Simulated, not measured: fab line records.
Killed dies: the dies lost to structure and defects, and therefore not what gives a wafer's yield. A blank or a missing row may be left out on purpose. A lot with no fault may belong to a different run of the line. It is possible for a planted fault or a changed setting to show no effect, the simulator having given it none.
A lot that was struck, set against a sound lot | flow berkeleyCmos170 | 20 out of 331 route steps
Sound: wafers L220.2, L220.4, L220.6. Wafers L228.3, L228.5, L228.6 were the ones struck. The cause is named last.
Order at every step that has rows: each side's tool, ch and its chambers, its first start. Under that, the readings that differ: sound wafers | struck wafers | difference of the means | sigmas: that difference in standard deviations of wafers without a fault.
alike: a reading whose means differ by less than 2 such deviations, as well as words and numbers matching on both sides. not compared: withheld readings; readings where some wafer has no value; bounds like >300 that might hide an equal value; numbers whose values overlap and for which the record gives no deviation.
The two part at a step that has a row with sigmas, a row that says differs or no value, or rows on one side only. Numbers that have no deviation but don't overlap get no sigmas and don't part them. A reading missing from all wafers of one side parts the sides only when that side holds two or more wafers.

UCB170_PLDD_CD_MEAS_06: the cd target is 1200 nm.
  struck on cdSem-01, day 9 03:48; sound on cdSem-02, day 6 19:31
  alike: cdNm
UCB170_PLDD_OVL_MEAS_07:
  struck on overlay-02, day 9 03:53; sound on overlay-02, day 6 19:37
  alike: PLDD_OVL
then, 2 steps without rows for these wafers: UCB170_PLDD_IMPLANT_08; UCB170_PLDD_IMPLANT_09.
UCB170_PLDD_STRIP_10: strips in O2.
  sound on plasmaAsher-02 ch 0,1, day 6 19:57; struck on plasmaAsher-02 ch 0,1, day 9 04:15
  alike: drypumpMotorCurrentA, oesProductAu, stripTimeToEndpointS
  not compared: rfHoursCounterH
UCB170_PLDD_TW_MEAS_11:
  struck on filmMetro-04, day 9 04:20; sound on filmMetro-01, day 6 20:04
  alike: PLDD_TW
then, 6 steps without rows for these wafers: UCB170_PLDD_CLEAN_12 (cleans in SPM, time 600 s); UCB170_NLDD_HMDS_00 (prime time 60 s); UCB170_NLDD_COAT_01 (resist thk 900 nm); UCB170_NLDD_SOFTBAKE_02 (time 60 s); UCB170_NLDD_EXPOSE_03 (exposes mask NSELECT, target cd 1200 nm); UCB170_NLDD_PEB_04.
UCB170_NLDD_DEVELOP_05: develop time 45 s.
  sound on lithoTrack-03 ch 0, day 6 21:00; struck on lithoTrack-01 ch 0, day 9 08:00
UCB170_NLDD_CD_MEAS_06: the cd target is 1200 nm.
  struck on cdSem-02, day 9 09:09; sound on cdSem-02, day 6 21:41
reading   | sound                | struck               | difference | sigmas
cdNm (nm) | 1199.0 1198.8 1200.4 | 1183.4 1183.0 1184.1 | -15.9      | -12
  not compared: hold
UCB170_NLDD_OVL_MEAS_07:
  struck on overlay-02, day 9 10:28; sound on overlay-02, day 6 21:47
reading | sound | struck                                                                  | difference                   | sigmas
hold    | - - - | awaitDispo/1.2h/release awaitDispo/1.2h/release awaitDispo/1.2h/release | no value on the sound wafers | 
  alike: NLDD_OVL
then, 2 steps without rows for these wafers: UCB170_NLDD_IMPLANT_08; UCB170_NLDD_IMPLANT_09.
UCB170_NLDD_STRIP_10: strips in O2.
  sound on plasmaAsher-02 ch 0,1, day 6 22:07; struck on plasmaAsher-02 ch 0,1, day 9 10:49
  alike: drypumpMotorCurrentA, oesProductAu, stripTimeToEndpointS
  not compared: rfHoursCounterH
UCB170_NLDD_TW_MEAS_11:
  struck on filmMetro-04, day 9 11:08; sound on filmMetro-01, day 6 22:14
reading | sound          | struck   | difference | sigmas
NLDD_TW | 2203 2205 2208 | 31 31 31 | -2174      | -99 or more
  not compared: hold
UCB170_M3_PROBE_99:
  the record holds rows for the sound wafers here (prober-02, day 8 09:34) but none for the struck ones

## WHERE THEY PART
At UCB170_NLDD_CD_MEAS_06 first; at UCB170_M3_PROBE_99 last (within this record only).

WHY: what the simulator had put in
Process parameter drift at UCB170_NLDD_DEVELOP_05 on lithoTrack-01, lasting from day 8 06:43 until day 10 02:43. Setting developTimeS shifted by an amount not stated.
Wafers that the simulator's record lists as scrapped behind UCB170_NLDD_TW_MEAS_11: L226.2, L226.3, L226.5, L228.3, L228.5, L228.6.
